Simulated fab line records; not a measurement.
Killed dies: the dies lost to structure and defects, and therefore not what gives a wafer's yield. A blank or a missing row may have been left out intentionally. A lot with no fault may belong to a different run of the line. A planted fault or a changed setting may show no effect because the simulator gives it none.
Split-lot experiment    flow rit cmos    23 wafers read from 5 lots, route of 202 steps

ABOUT THE SPLIT
At RIT_NLDD_COAT_01 (resist thk 1000 nm), the setting spin rpm was moved away from the recipe's 3250 rpm on 6 of the 23 wafers read, by -3.2% to +4.1%. All remaining wafers had this setting at the recipe value.

FROM THE SPLIT TO THE READING: what the file shows between them, 3 steps
- RIT_NLDD_SOFTBAKE_02: time 62.37 s
- RIT_NLDD_EXPOSE_03: exposes mask M7, target cd 40700 nm
- RIT_NLDD_DEVELOP_05: develop time 50 s

THE READING
NOVOLAK_of_NLDD_COAT_01.thk nm (the simulator's own value, which no gauge read), in nm, at RIT_NLDD_HARDBAKE_07 (time 60 s). No usual value for it is given in the file. Here, 17 wafers ran the recipe; their average is 883.2 nm with a standard deviation of 1.4 nm.

wafer   tool, chamber at the split  spin rpm as run, rpm  against the recipe  NOVOLAK_of_NLDD_COAT_01.thk nm, nm  against lot-mates on the recipe
L074.2  litho track-04, 0           3250                  recipe              882.6                               -
L074.3  litho track-04, 0           3250                  recipe              883.6                               -
L074.4  litho track-04, 0           3250                  recipe              883.8                               -
L074.5  litho track-04, 0           3250                  recipe              884.3                               -
L074.6  litho track-04, 0           3250                  recipe              883.2                               -
L077.1  litho track-03, 0           3250                  recipe              885.2                               -
L077.2  litho track-03, 0           3250                  recipe              885.4                               -
L077.3  litho track-03, 0           3250                  recipe              882.8                               -
L077.4  litho track-03, 0           3250                  recipe              882.5                               -
L077.6  litho track-03, 0           3250                  recipe              885.7                               -
L078.2  litho track-04, 0           3250                  recipe              882.5                               -
L078.3  litho track-04, 0           3250                  recipe              883.7                               -
L078.4  litho track-04, 0           3250                  recipe              882.7                               -
L081.1  litho track-01, 0           3383                  +4.1%               864                                 -17.5
L081.2  litho track-01, 0           3250                  recipe              880.3                               -
L081.4  litho track-01, 0           3383                  +4.1%               867.3                               -14.2
L081.5  litho track-01, 0           3383                  +4.1%               867.3                               -14.2
L081.6  litho track-01, 0           3250                  recipe              882.8                               -
L083.1  litho track-04, 0           3250                  recipe              882                                 -
L083.2  litho track-04, 0           3146                  -3.2%               894.6                               +12.8
L083.3  litho track-04, 0           3146                  -3.2%               895                                 +13.2
L083.5  litho track-04, 0           3146                  -3.2%               895.6                               +13.8
L083.6  litho track-04, 0           3250                  recipe              881.6                               -

FIT RESULTS
A straight line over all 23 wafers: NOVOLAK_of_NLDD_COAT_01.thk nm changes by -3.98 nm for each +1% of spin rpm; r = -0.98; the points scatter about the line by 1.4 nm.
The same after taking each lot's own level away (the mean of its wafers on the recipe; 23 wafers): -3.91 nm for each +1%; r = -0.99; scatter 1.1 nm.
On that fit, the largest move of spin rpm shifts the reading by 16 nm.
Across the lots, their own levels run from 881.55 to 884.32 nm, a range of 2.0 times the standard deviation given above.
The two slopes agree, so the slope changes little with the lot-to-lot level.
Check: -15.3 nm against its lot-mates is what the line predicts for one of the wafers moved furthest among these (+4.1%) when that wafer is left out of the fit. Against them it came out at -17.5 nm.

THESE WAFERS: OTHER SPLITS
Before the reading, these wafers also passed through other splits. Each is held against what the fit with the lots' levels taken away leaves over:
other split on the same wafers     wafers away from the commonest value  r with NOVOLAK_of_NLDD_COAT_01.thk nm (lot level and that fit taken away)
RIT_ACTIVE_CVD_03 nh3 flow sccm    10                                    -0.13
RIT_ACTIVE_ETCH_13 pressure mtorr  18                                    -0.09
RIT_FOX2_OXIDATION_00 ox time s    15                                    -0.03
RIT_NWELL_IMPLANT_08 energy kev    7                                     +0.15
RIT_NRETRO_COAT_01 resist thk nm   11                                    -0.19
RIT_NRETRO_SOFTBAKE_02 temp c      8                                     -0.23

THE WHOLE CHAIN: every reading that the file lists as answering this split, in the file's order
step                  what it does        reading                                                                          change (the file's fit)               r (the file's)
RIT_NLDD_COAT_01      resist thk 1000 nm  NOVOLAK_of_NLDD_COAT_01.thk nm (the simulator's own value, which no gauge read)  -4.46 nm for each +1% of the setting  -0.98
RIT_NLDD_HARDBAKE_07  time 60 s           NOVOLAK_of_NLDD_COAT_01.thk nm (the simulator's own value, which no gauge read)  -3.9 nm for each +1% of the setting   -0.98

THE FILE'S OWN FIT
NOVOLAK_of_NLDD_COAT_01.thk nm changes by -3.9 nm for each +1% of spin rpm, r = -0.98.
